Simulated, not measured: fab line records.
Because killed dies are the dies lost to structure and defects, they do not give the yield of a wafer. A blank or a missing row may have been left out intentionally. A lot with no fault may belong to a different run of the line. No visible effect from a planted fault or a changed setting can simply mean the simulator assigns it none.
fab line records | flow ritCmos
[record] lots = 6 wafers = 18 lastDay = 7
route steps=202 shown ACTIVE@1 FOX1@20 FOX2@23 M1@202
lots that met no fault: taken from a fault-free run of the same line
startH: start of the lot's first displayed wafer, in hours after the record's first day | waitH: hours from the lot's prior step to this one | " unchanged from the row above | L1.1+2: a single row standing in for several wafers | - no value, or no start given | * or withheld: withheld | < > ~ a bound
route shown NAME@n: NAME is a module with steps in the file, n the number in the route of the first one | usual: average and standard deviation across the fault-free wafers | same: alike in all rows | chamber/n: place in a boat | sites: each site's reading | _std_site: the standard deviation of these | _edge_site: the outer-site mean with the inner-site mean subtracted | radiusMm: for every site, how far away it sits from the centre of the wafer | mask NAME#n: copy n | behind: the tool/chamber that last shaped the wafer | hold: why the lot went on hold/how many hours it stayed there/how the hold came to an end | device: which transistor (n, p or np) failed to switch | end of line: tests of these same wafers at the route's end | a step given without rows: its recipe and nothing more | killed: at the first sort, the dies lost to defects and structure; wafer yield is something else | map: shows each die of a wafer: x if killed, . if not, _ if none is there
set.NAME: setting as actually run; set.NAME@STEP: the setting as run at that earlier step | model.NAME: the simulator's own value behind a step, which no gauge read
a table for each step, a row for each wafer; lots at some steps of the route
services: from which hour (startH, from the record's first day; less than 0 if before it) a tool's chamber was out of use, for how many hours, and why
[[steps]]
[step RIT_ACTIVE_BOW_MEAS_00]
[recipe] mode = bow
[usual] INCOMING_BOW = 0/6
// columns lot.wafer tool chamber startH waitH INCOMING_BOW[um]
L722.1 filmMetro-03 - 10.00 - 12
L722.3 " - " " 3
L722.4 " - " " -3
L723.2 filmMetro-02 - 15.02 - 2
L723.5 " - " " -1
L723.6 " - " " 9
L730.2 filmMetro-03 - 50.02 - -4
L730.3 " - " " -4
L730.4 " - " " -10
L732.1 filmMetro-03 - 60.00 - -5
L732.3 " - " " 8
L732.4 " - " " -10
L739.1 filmMetro-03 - 95.00 - 0
L739.4 " - " " 1
L739.5 " - " " 4
L742.3 filmMetro-02 - 110.04 - 1
L742.4 " - " " 6
L742.5 " - " " 1
[step RIT_ACTIVE_OXIDATION_01]
[recipe] tempC = 991.7 ambient = O2 targetThkA = 468 oxTimeS = 3360
[usual] oxTempC = 991.6/0.41 spikeTcSourceC = 1017.4/1.9
// columns lot.wafer tool chamber startH waitH oxTempC spikeTcSourceC model.SiO2_of_ACTIVE_OXIDATION_01.thkNm
L722.1 furnace-04 0 11.62 1.6 991.4 1017.2 43.44
L722.3 " 0 " " 991.5 1015.8 43.41
L722.4 " 0 " " 992.0 1017.9 43.68
L723.2 furnace-03 0 15.58 0.5 992.2 1020.8 42.58
L723.5 " 0 " " 991.8 1019.4 42.56
L723.6 " 0 " " 991.7 1020.7 42.46
L730.2 furnace-04 0 51.10 1.1 992.0 1016.8 49.3
L730.3 " 0 " " 991.5 1016.5 49.74
L730.4 " 0 " " 991.0 1015.1 49.62
L732.1 furnace-04 0 63.30 3.3 991.8 1017.0 50.46
L732.3 " 0 " " 991.4 1017.0 49.32
L732.4 " 0 " " 990.9 1014.4 50.47
L739.1 furnace-03 0 95.98 1.0 991.4 1020.7 42.77
L739.4 " 0 " " 990.9 1019.6 43.14
L739.5 " 0 " " 991.5 1020.1 44.19
L742.3 furnace-03 0 111.29 1.2 991.1 1019.4 43.41
L742.4 " 0 " " 991.8 1017.0 43.33
L742.5 " 0 " " 991.9 1019.3 43.57
[step RIT_ACTIVE_THK_MEAS_02]
[recipe] reads = SiO2_of_ACTIVE_OXIDATION_01
[usual] ACTIVE_OXIDE_THK = 43.1/0.78
// columns lot.wafer tool chamber startH waitH ACTIVE_OXIDE_THK[nm]
L722.1 filmMetro-02 - 13.55 0.0 43.4
L722.3 " - " " 43.4
L722.4 " - " " 43.7
L723.2 filmMetro-02 - 17.52 0.0 42.6
L723.5 " - " " 42.6
L723.6 " - " " 42.5
L730.2 filmMetro-02 - 53.04 0.0 49.3
L730.3 " - " " 49.7
L730.4 " - " " 49.6
L732.1 filmMetro-01 - 65.24 0.0 50.4
L732.3 " - " " 49.3
L732.4 " - " " 50.5
L739.1 filmMetro-03 - 97.91 0.0 42.8
L739.4 " - " " 43.2
L739.5 " - " " 44.2
L742.3 filmMetro-02 - 113.24 0.0 43.4
L742.4 " - " " 43.3
L742.5 " - " " 43.6
[step RIT_ACTIVE_CVD_03]
[recipe] material = Si3N4 targetThkNm = 150 tempC = 810 precursor = SiH2Cl2/NH3 timeS = 1500 pressureMtorr = 300 sih2cl2FlowSccm = 60 nh3FlowSccm = 150
[step RIT_ACTIVE_THK_MEAS_04]
[recipe] reads = Si3N4_of_ACTIVE_CVD_03
[usual] ACTIVE_NITRIDE_THK = 150.2/1.2
// columns lot.wafer tool chamber startH waitH ACTIVE_NITRIDE_THK[nm]
L722.1 filmMetro-03 - 15.03 0.0 150.4
L722.3 " - " " 149.7
L722.4 " - " " 149.6
L723.2 filmMetro-02 - 21.01 0.0 148.7
L723.5 " - " " 148.1
L723.6 " - " " 146.5
L730.2 filmMetro-03 - 55.22 0.0 149.7
L730.3 " - " " 151.1
L730.4 " - " " 149.3
L732.1 filmMetro-02 - 67.42 0.0 149.0
L732.3 " - " " 148.1
L732.4 " - " " 150.3
L739.1 filmMetro-02 - 103.01 0.0 152.4
L739.4 " - " " 151.2
L739.5 " - " " 151.0
L742.3 filmMetro-03 - 117.11 0.0 149.5
L742.4 " - " " 150.2
L742.5 " - " " 149.5
[step RIT_ACTIVE_HMDS_05]
[recipe] primeTimeS = 60 primeTempC = 140
[step RIT_ACTIVE_COAT_06]
[recipe] resist = NOVOLAK spinRpm = 3250 resistThkNm = 1000
[step RIT_ACTIVE_SOFTBAKE_07]
[recipe] resist = NOVOLAK tempC = 90 timeS = 60
[step RIT_ACTIVE_EXPOSE_08]
[recipe] maskId = M1 na = 0.6 sourceShape = conventional sigmaOuter = 0.6 targetCdNm = 1400 doseMj = 225
[step RIT_ACTIVE_PEB_09]
[recipe] resist = NOVOLAK tempC = withheld timeS = withheld
[step RIT_ACTIVE_DEVELOP_10]
[recipe] resist = NOVOLAK developTimeS = 50 devTempC = 23
[step RIT_ACTIVE_CD_MEAS_11]
[recipe] targetCdNm = 1400
[usual] cdNm = 1400.3/2.2
// columns lot.wafer tool chamber startH waitH cdNm
L722.1 cdSem-01 - 16.24 - 1400.1
L722.3 " - " " 1398.8
L722.4 " - " " 1400.7
L723.2 cdSem-01 - 22.32 - 1398.3
L723.5 " - " " 1397.7
L723.6 " - " " 1396.7
L730.2 cdSem-02 - 56.14 - 1397.9
L730.3 " - " " 1398.7
L730.4 " - " " 1395.8
L732.1 cdSem-02 - 68.46 - 1401.7
L732.3 " - " " 1403.6
L732.4 " - " " 1401.0
L739.1 cdSem-01 - 103.96 - 1400.4
L739.4 " - " " 1400.4
L739.5 " - " " 1400.3
L742.3 cdSem-01 - 118.04 - 1399.6
L742.4 " - " " 1400.6
L742.5 " - " " 1401.6
[step RIT_ACTIVE_HARDBAKE_12]
[recipe] resist = NOVOLAK tempC = 140 timeS = 60
[step RIT_ACTIVE_ETCH_13]
[recipe] stopOn = SiO2 chemistry = SF6 target = Si3N4 timeS = 210 overEtchFrac = 0.4 SF6_flow_sccm = 200 pressureMtorr = 260 rfW = 125 targetDepthA = 2100
[usual] drypumpMotorCurrentA = 5.7/0.3 oesProductAu = 0.818/0.012 throttleValvePct = 7.48/0.11
// columns lot.wafer tool chamber startH waitH drypumpMotorCurrentA oesProductAu rfHoursCounterH throttleValvePct
L722.1 rieDiel-04 0 16.51 0.1 6.1 0.812 33 7.56
L722.3 " 1 " " 5.2 0.806 49 7.50
L722.4 " 1 " " 5.2 0.816 - 7.50
L723.2 rieDiel-02 0 22.79 0.1 5.6 0.827 1 7.45
L723.5 " 1 " " 5.6 0.818 - 7.29
L723.6 " 0 " " 5.7 0.834 - 7.46
L730.2 rieDiel-01 3 56.39 0.1 5.9 0.824 1 7.47
L730.3 " 2 " " 5.4 0.824 13 7.36
L730.4 " 0 " " 6.1 0.827 92 7.67
L732.1 rieDiel-04 1 68.73 0.1 5.2 0.806 50 7.51
L732.3 " 3 " " 5.5 0.810 95 7.49
L732.4 " 0 " " 6.1 0.808 34 7.56
L739.1 rieDiel-02 0 104.23 0.1 5.6 0.852 2 7.48
L739.4 " 1 " " 5.6 0.815 27 7.29
L739.5 " 0 " " 5.6 0.843 - 7.45
L742.3 rieDiel-02 0 118.27 0.1 5.7 0.839 3 7.47
L742.4 " 2 " " 6.1 0.821 131 7.32
L742.5 " 2 " " 6.1 0.803 - 7.33
[step RIT_ACTIVE_STRIP_14]
[recipe] chemistry = O2 timeS = 180 resist = NOVOLAK platenTempC = withheld powerW = 500 pressureMtorr = 4145 o2FlowSccm = 4000
[usual] drypumpMotorCurrentA = 5.8/0.54 rfReflPowerW = 7.0/1.6
// columns lot.wafer tool chamber startH waitH drypumpMotorCurrentA rfHoursCounterH rfReflPowerW
L722.1 plasmaAsher-02 1 16.64 0.1 6.1 34 7.0
L722.3 " 1 " " 6.2 - 6.6
L722.4 " 0 " " 6.1 - 4.5
L723.2 plasmaAsher-02 0 22.92 0.1 6.0 35 4.3
L723.5 " 0 " " 6.0 - 4.2
L723.6 " 1 " " 6.1 - 6.9
L730.2 plasmaAsher-04 1 56.53 0.1 6.2 43 7.5
L730.3 " 1 " " 6.2 - 7.3
L730.4 " 0 " " 5.1 - 7.8
L732.1 plasmaAsher-01 1 68.86 0.1 6.4 43 5.8
L732.3 " 0 " " 5.1 - 9.2
L732.4 " 1 " " 6.4 - 5.9
L739.1 plasmaAsher-04 0 104.36 0.1 5.1 48 7.5
L739.4 " 1 " " 6.2 - 7.4
L739.5 " 0 " " 5.1 - 7.3
L742.3 plasmaAsher-04 1 118.47 0.1 6.2 - 7.3
L742.4 " 0 " " 5.1 - 8.0
L742.5 " 0 " " 5.1 - 8.1
[step RIT_ACTIVE_CD_MEAS_90]
[recipe] targetCdNm = 1400
[usual] cdNm = 1400.3/2.2
// columns lot.wafer tool chamber startH waitH cdNm
L722.1 cdSem-02 - 16.82 0.1 1399.7
L722.3 " - " " 1398.6
L722.4 " - " " 1400.8
L723.2 cdSem-02 - 23.12 0.1 1398.2
L723.5 " - " " 1397.8
L723.6 " - " " 1396.6
L730.2 cdSem-02 - 56.72 0.1 1398.2
L730.3 " - " " 1398.5
L730.4 " - " " 1396.4
L732.1 cdSem-02 - 69.03 0.1 1401.3
L732.3 " - " " 1403.4
L732.4 " - " " 1400.9
L739.1 cdSem-01 - 104.53 0.1 1400.1
L739.4 " - " " 1400.2
L739.5 " - " " 1400.2
L742.3 cdSem-02 - 118.62 0.1 1399.4
L742.4 " - " " 1400.4
L742.5 " - " " 1401.4
[step RIT_ACTIVE_CLEAN_15]
[recipe] chemistry = SC1 mix = 3:3:50 timeS = 600 tempC = 75
[step RIT_ACTIVE_CLEAN_16]
[recipe] chemistry = dHF dilution = 50:1 timeS = 30
[step RIT_ACTIVE_CLEAN_17]
[recipe] chemistry = SC2 mix = 3:3:50 timeS = 600 tempC = 75 dry = n2Spin
[step RIT_FOX1_OXIDATION_00]
[recipe] tempC = 1100 ambient = H2O targetThkA = 3507 pH2oTorr = 720 oxTimeS = 1130
[step RIT_FOX1_THK_MEAS_01]
[recipe] reads = SiO2_of_FOX1_OXIDATION_00
[usual] FOX1_OXIDE_THK = 351/7.7
// columns lot.wafer tool chamber startH waitH FOX1_OXIDE_THK[nm]
L722.1 filmMetro-02 - 19.14 0.0 339
L722.3 " - " " 342
L722.4 " - " " 342
L723.2 filmMetro-03 - 25.50 0.0 355
L723.5 " - " " 354
L723.6 " - " " 352
L730.2 filmMetro-02 - 61.79 0.0 341
L730.3 " - " " 338
L730.4 " - " " 340
L732.1 filmMetro-02 - 70.85 0.0 346
L732.3 " - " " 342
L732.4 " - " " 347
L739.1 filmMetro-04 - 108.09 0.0 352
L739.4 " - " " 355
L739.5 " - " " 350
L742.3 filmMetro-03 - 120.40 0.0 351
L742.4 " - " " 352
L742.5 " - " " 352
[step RIT_FOX1_WET_ETCH_02]
[recipe] chemistry = BOE targetDepthNm = 350 timeS = 390 tempC = 21.5 dry = n2Spin dilution = 10:1 target = SiO2
[step RIT_FOX2_OXIDATION_00]
[recipe] tempC = 1100 ambient = H2O targetThkA = 3507 pH2oTorr = 720 oxTimeS = 1130
[step RIT_FOX2_THK_MEAS_01]
[recipe] reads = SiO2_of_FOX2_OXIDATION_00
[usual] FOX2_OXIDE_THK = 353/6.1
// columns lot.wafer tool chamber startH waitH FOX2_OXIDE_THK[nm]
L722.1 filmMetro-03 - 21.37 0.0 350
L722.3 " - " " 348
L722.4 " - " " 343
L723.2 filmMetro-03 - 28.38 0.0 356
L723.5 " - " " 359
L723.6 " - " " 356
L730.2 filmMetro-01 - 66.56 0.0 358
L730.3 " - " " 359
L730.4 " - " " 352
L732.1 filmMetro-04 - 74.26 0.0 364
L732.3 " - " " 365
L732.4 " - " " 375
L739.1 filmMetro-04 - 111.29 0.0 353
L739.4 " - " " 357
L739.5 " - " " 347
L742.3 filmMetro-04 - 122.80 0.0 356
L742.4 " - " " 356
L742.5 " - " " 363
[step RIT_FOX2_CLEAN_02]
[recipe] chemistry = dHF dilution = 50:1 timeS = 180
[step RIT_FOX2_WET_ETCH_03]
[recipe] chemistry = H3PO4 target = Si3N4 targetDepthNm = 195 tempC = 165 timeS = 2700
[usual] tempC = 165.02/0.14
// columns lot.wafer tool chamber startH waitH tempC model.SiO2_of_ACTIVE_OXIDATION_01.thkNm
L722.1 wetBench-04 1 21.49 0.0 165.09 38.44
L722.3 " 1 " " 165.10 38.41
L722.4 " 1 " " 164.97 38.65
L723.2 wetBench-02 3 28.49 0.0 164.95 37.18
L723.5 " 3 " " 164.95 37.78
L723.6 " 3 " " 164.72 37.08
L730.2 wetBench-02 0 66.67 0.0 165.06 43.88
L730.3 " 0 " " 165.05 43.91
L730.4 " 0 " " 165.02 43.78
L732.1 wetBench-01 3 74.38 0.0 165.14 44.93
L732.3 " 3 " " 165.23 43.31
L732.4 " 3 " " 165.07 44.95
L739.1 wetBench-01 2 111.41 0.0 164.95 37.46
L739.4 " 2 " " 164.95 38.38
L739.5 " 2 " " 165.26 38.74
L742.3 wetBench-04 2 122.90 0.0 165.03 38.03
L742.4 " 2 " " 165.14 38.56
L742.5 " 2 " " 165.01 38.81
[step RIT_FOX2_THK_MEAS_90]
[recipe] reads = SiO2_of_FOX2_OXIDATION_00
[usual] FIELD_OXIDE_LEFT_1_THK = 326/6.2
// columns lot.wafer tool chamber startH waitH FIELD_OXIDE_LEFT_1_THK[nm]
L722.1 filmMetro-04 - 22.32 0.0 322
L722.3 " - " " 319
L722.4 " - " " 316
L723.2 filmMetro-04 - 29.25 0.0 328
L723.5 " - " " 332
L723.6 " - " " 328
L730.2 filmMetro-01 - 67.50 0.0 331
L730.3 " - " " 332
L730.4 " - " " 326
L732.1 filmMetro-04 - 75.14 0.0 336
L732.3 " - " " 338
L732.4 " - " " 348
L739.1 filmMetro-04 - 112.16 0.0 326
L739.4 " - " " 330
L739.5 " - " " 320
L742.3 filmMetro-03 - 123.68 0.0 329
L742.4 " - " " 329
L742.5 " - " " 336
[step RIT_M1_PROBE_99]
[usual] killedAtContacts = 0.0/0.16 killedAtFrontEnd = 7/3.1 killedDies = 7/3.1 killedOpen = 3.6/2.2 killedShort = 3.4/2.1
[same] grossDies = 264 killed_at_M0_to_M3 = 0 killed_at_M4_up = 0 killedAtBackSide = 0 killedAtOther = 0
// columns lot.wafer tool chamber startH waitH killedAtContacts killedAtFrontEnd killedDies killedOpen killedShort
L722.1 prober-01 - 63.85 0.1 0 12 12 6 4
L722.3 prober-01 - 63.95 0.2 0 10 10 1 9
L722.4 prober-01 - 64.00 0.2 0 13 13 8 5
L723.2 prober-01 - 74.10 0.1 0 9 9 4 5
L723.5 prober-01 - 74.25 0.2 0 6 6 3 3
L723.6 prober-01 - 74.30 0.2 0 2 2 1 1
L730.2 prober-01 - 112.56 0.1 0 7 7 3 4
L730.3 prober-01 - 112.61 0.2 0 14 14 7 7
L730.4 prober-01 - 112.66 0.2 0 10 10 5 5
L732.1 prober-01 - 118.23 0.1 0 6 6 5 1
L732.3 prober-01 - 118.33 0.2 0 9 9 2 7
L732.4 prober-01 - 118.38 0.2 0 4 4 2 2
// killed by level:class
L722.1 GATE:geometricParticle:open=4 FOX2:geometricParticle:short=2 GATE:geometricParticle:short=2 NRETRO:coatMicrobubblePrinted=2 REOX:geometricParticle:open=1 SPACER:geometricParticle:open=1
L722.3 GATE:geometricParticle:short=7 FOX1:geometricParticle:short=1 GATE:geometricParticle:open=1 REOX:geometricParticle:short=1
L722.4 FOX1:geometricParticle:open=5 REOX:geometricParticle:short=4 GATE:geometricParticle:open=2 ACTIVE:geometricParticle:open=1 FOX1:geometricParticle:short=1
L723.2 REOX:geometricParticle:short=3 GATE:geometricParticle:open=2 REOX:geometricParticle:open=2 SPACER:geometricParticle:short=1 SILICIDE:geometricParticle:short=1
L723.5 REOX:geometricParticle:short=2 FOX1:geometricParticle:short=1 GATE:geometricParticle:open=1 REOX:geometricParticle:open=1 SPACER:geometricParticle:open=1
L723.6 FOX1:geometricParticle:open=1 SILICIDE:geometricParticle:short=1
L730.2 GATE:geometricParticle:short=2 ACTIVE:geometricParticle:short=1 FOX1:geometricParticle:open=1 GATE:geometricParticle:open=1 REOX:geometricParticle:open=1 SILICIDE:geometricParticle:short=1
L730.3 GATE:geometricParticle:open=4 GATE:geometricParticle:short=3 FOX1:geometricParticle:short=2 FOX1:geometricParticle:open=1 FOX2:geometricParticle:short=1 REOX:geometricParticle:short=1 SPACER:geometricParticle:open=1 SILICIDE:geometricParticle:open=1
L730.4 GATE:geometricParticle:short=3 GATE:geometricParticle:open=2 FOX1:geometricParticle:open=1 REOX:geometricParticle:short=1 SPACER:geometricParticle:open=1 SILICIDE:geometricParticle:open=1 SILICIDE:geometricParticle:short=1
L732.1 GATE:geometricParticle:open=3 FOX2:geometricParticle:open=2 FOX2:geometricParticle:short=1
L732.3 REOX:geometricParticle:short=4 GATE:geometricParticle:short=2 SPACER:geometricParticle:open=1 SILICIDE:geometricParticle:short=1 SILICIDE:geometricParticle:open=1
L732.4 FOX1:geometricParticle:open=1 GATE:geometricParticle:short=1 SPACER:geometricParticle:short=1 SPACER:geometricParticle:open=1
[[services]]
// columns tool chamber startH hours kind
rieDiel-04 2 -3.17 4.2 repair
rieDiel-04 2 5.59 25.7 repair
rieDiel-01 3 10.45 - clean
rieDiel-01 3 10.45 19.0 scheduledDown
rieDiel-01 3 10.45 19.0 ventCycle
plasmaAsher-01 - 10.81 3.7 repair
rieDiel-04 0 21.92 3.9 repair
rieDiel-01 - 33.21 2.8 pm
plasmaAsher-02 - 34.74 1.7 repair
rieDiel-01 2 37.48 6.7 repair
plasmaAsher-01 - 38.09 5.4 repair
rieDiel-04 3 60.48 3.4 repair
rieDiel-01 0 64.56 14.7 repair
plasmaAsher-02 - 68.80 1.6 repair
furnace-04 - 97.41 6.8 pm
plasmaAsher-01 - 100.24 14.6 pm
plasmaAsher-02 - 108.75 9.0 pm
plasmaAsher-02 0 108.75 9.0 ventCycle
plasmaAsher-02 1 108.75 9.0 ventCycle
plasmaAsher-02 0 117.75 - clean
plasmaAsher-02 1 117.75 - clean
[[key]]
[firstSign] step = RIT_ACTIVE_THK_MEAS_02 reading = ACTIVE_OXIDE_THK direction = up sigmas = 8.7 usual = 43.1 struck = 49.8
effect none on later readings
[modelEffect] step = RIT_ACTIVE_OXIDATION_01 value = SiO2_of_ACTIVE_OXIDATION_01.thkNm without = 43.75 struck = 49.82
[modelEffect] step = RIT_FOX2_WET_ETCH_03 value = SiO2_of_ACTIVE_OXIDATION_01.thkNm without = 38.72 struck = 44.13
metAt RIT_ACTIVE_OXIDATION_01
struckWafers L730.2,L730.3,L730.4,L732.1,L732.3,L732.4
testerLeftOut L730,L732
onsetBetween 11.62 51.10
[fault] kind = processParameterDrift tool = furnace-04 chamber = - onsetH = 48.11 steps = RIT_ACTIVE_OXIDATION_01 channel = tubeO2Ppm offset = 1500 shape = step endH = 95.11
// testerLeftOut: of these lots the tester's yield and bins aren't shown, on N5 and GAA mostly nor the transistor test; their killed dies are dies lost to structure and defects alone, not to doping, threshold or leakage, so they don't give the yield
